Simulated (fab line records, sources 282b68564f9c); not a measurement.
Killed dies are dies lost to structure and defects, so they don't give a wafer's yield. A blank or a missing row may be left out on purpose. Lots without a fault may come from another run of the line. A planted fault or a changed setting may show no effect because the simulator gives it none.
One fault seen from 2 desks | flow rit_cmos | each desk has only its own numbers; what lay behind them comes last

THE METROLOGY DESK
What the gauges read, lot by lot, whatever tool the lot ran on: means of the sampled wafers that have a number. A lot is out of limits, marked OUT, if its mean lies more than 4 standard deviations from the usual mean; the brackets give that distance.
Columns: A = NRETRO_TW at RIT_NRETRO_TW_MEAS_10, usual 1054
lot  | first seen here | A
L785 | day 2 08:01     | 1055
L786 | day 2 15:39     | 1055
L787 | day 2 18:16     | 1048
L788 | day 2 23:02     | 1056
L789 | day 3 07:43     | 1052
L792 | day 3 23:38     | 1049
L794 | day 4 04:49     | 1065
L795 | day 4 12:28     | 1052
L796 | day 4 18:26     | 1052
L800 | day 5 12:07     | 1063
L801 | day 5 14:59     | 1135 (+11) OUT
L802 | day 5 22:50     | 1132 (+11) OUT
L803 | day 6 04:37     | 1047
L804 | day 6 09:57     | 1068
This desk's finding: out of limits on L801, L802; first on L801, day 5 14:59 (NRETRO_TW at RIT_NRETRO_TW_MEAS_10). In limits: L785, L786, L787, L788, L789, L792, L794, L795, L796, L800, L803, L804.

THE TOOL OWNER'S DESK: implanter-03
The tool's own readings at RIT_NRETRO_IMPLANT_08: means of the sampled wafers that have a number, for each lot that ran on this tool. A lot is out of limits, marked OUT, if its mean lies more than 4 standard deviations from the usual mean; the brackets give that distance.
Columns: A = beam_energy_keV at RIT_NRETRO_IMPLANT_08, usual 69.996
lot  | first seen here | A
L785 | day 2 07:42     | 69.997
L786 | day 2 15:19     | 69.994
L787 | day 2 17:57     | 69.986
L788 | day 2 22:44     | 69.961
L796 | day 4 18:08     | 70.004
L801 | day 5 14:41     | 94.484 (+99 or more) OUT
L802 | day 5 22:32     | 94.469 (+99 or more) OUT
This desk's finding: out of limits on L801, L802; first on L801, day 5 14:41 (beam_energy_keV at RIT_NRETRO_IMPLANT_08). In limits: L785, L786, L787, L788, L796.

PUT TOGETHER
The tool owner's desk could have raised an alarm at day 5 14:41, on L801, L802.
The metrology desk could have raised an alarm at day 5 14:59, on L801, L802.
Of the lots named, all ran RIT_NRETRO_IMPLANT_08 on implanter-03.

WHAT THE SIMULATOR HAD PUT IN
Process parameter drift: implanter-03, from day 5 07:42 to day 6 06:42, at RIT_NRETRO_IMPLANT_08. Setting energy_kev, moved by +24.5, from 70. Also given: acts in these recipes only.
Lots struck among those shown: L801, L802.
Hours from the fault's start to each desk's first reading out of limits: the tool owner's desk, 7; the metrology desk, 7.
